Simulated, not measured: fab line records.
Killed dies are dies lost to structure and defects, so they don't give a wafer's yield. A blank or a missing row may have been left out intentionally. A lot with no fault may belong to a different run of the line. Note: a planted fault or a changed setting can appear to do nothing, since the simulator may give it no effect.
Chamber matching || flow berkeleyCmos170 || rieDiel-03 running UCB170_CONTACT_ETCH_17: 4 sister chambers
The step etches BARC in N2/H2. 8 wafers are shown with their chamber, then 7 later ones without.

## EACH WAFER AND ITS CHAMBER
{"wafer": "L277.5", "chamber": 2, "throttleValvePct (%)": 13.22, "drypumpMotorCurrentA (A)": 5.7}
{"wafer": "L282.1", "chamber": 3, "throttleValvePct (%)": 13.33, "drypumpMotorCurrentA (A)": 5.7}
{"wafer": "L282.3", "chamber": 1, "throttleValvePct (%)": 13.47, "drypumpMotorCurrentA (A)": 6.3}
{"wafer": "L284.1", "chamber": 1, "throttleValvePct (%)": 13.47, "drypumpMotorCurrentA (A)": 6.2}
{"wafer": "L284.2", "chamber": 0, "throttleValvePct (%)": 13.01, "drypumpMotorCurrentA (A)": 6.4}
{"wafer": "L284.6", "chamber": 0, "throttleValvePct (%)": 13.01, "drypumpMotorCurrentA (A)": 6.4}
{"wafer": "L285.1", "chamber": 3, "throttleValvePct (%)": 13.32, "drypumpMotorCurrentA (A)": 5.7}
{"wafer": "L285.2", "chamber": 2, "throttleValvePct (%)": 13.22, "drypumpMotorCurrentA (A)": 5.7}

## WAFERS WITHOUT THEIR CHAMBER
{"wafer": "L285.4", "throttleValvePct (%)": 13.49, "drypumpMotorCurrentA (A)": 6.4}
{"wafer": "L288.1", "throttleValvePct (%)": 13.48, "drypumpMotorCurrentA (A)": 6.3}
{"wafer": "L288.4", "throttleValvePct (%)": 13.22, "drypumpMotorCurrentA (A)": 5.6}
{"wafer": "L288.5", "throttleValvePct (%)": 13.01, "drypumpMotorCurrentA (A)": 6.4}
{"wafer": "L291.3", "throttleValvePct (%)": 13.22, "drypumpMotorCurrentA (A)": 5.7}
{"wafer": "L291.5", "throttleValvePct (%)": 13.23, "drypumpMotorCurrentA (A)": 5.6}
{"wafer": "L291.6", "throttleValvePct (%)": 13.32, "drypumpMotorCurrentA (A)": 5.7}

## WHICH CHAMBER EACH WENT THROUGH
{"wafer": "L285.4", "from the rows above": 1, "in truth": 1}
{"wafer": "L288.1", "from the rows above": 1, "in truth": 1}
{"wafer": "L288.4", "from the rows above": 2, "in truth": 2}
{"wafer": "L288.5", "from the rows above": 0, "in truth": 0}
{"wafer": "L291.3", "from the rows above": 2, "in truth": 2}
{"wafer": "L291.5", "from the rows above": 2, "in truth": 2}
{"wafer": "L291.6", "from the rows above": 3, "in truth": 3}
Correctly placed: 7 of 7. Can't be placed from these rows: 0. Placed wrongly: 0.
How it was worked out, from the rows above alone: a wafer's distance from a chamber is the root of the sum, over the readings, of the square of ((its reading less the chamber's mean) divided by the reading's scatter). If the next closest chamber is less than 2 further off than the closest, the wafer can't be placed; otherwise it belongs to the closest. Each chamber's mean is taken over the wafers shown for it. The scatter is the square root of a quotient: the sum, over the shown wafers, of each reading's squared deviation from its chamber's mean, divided by wafers minus chambers.
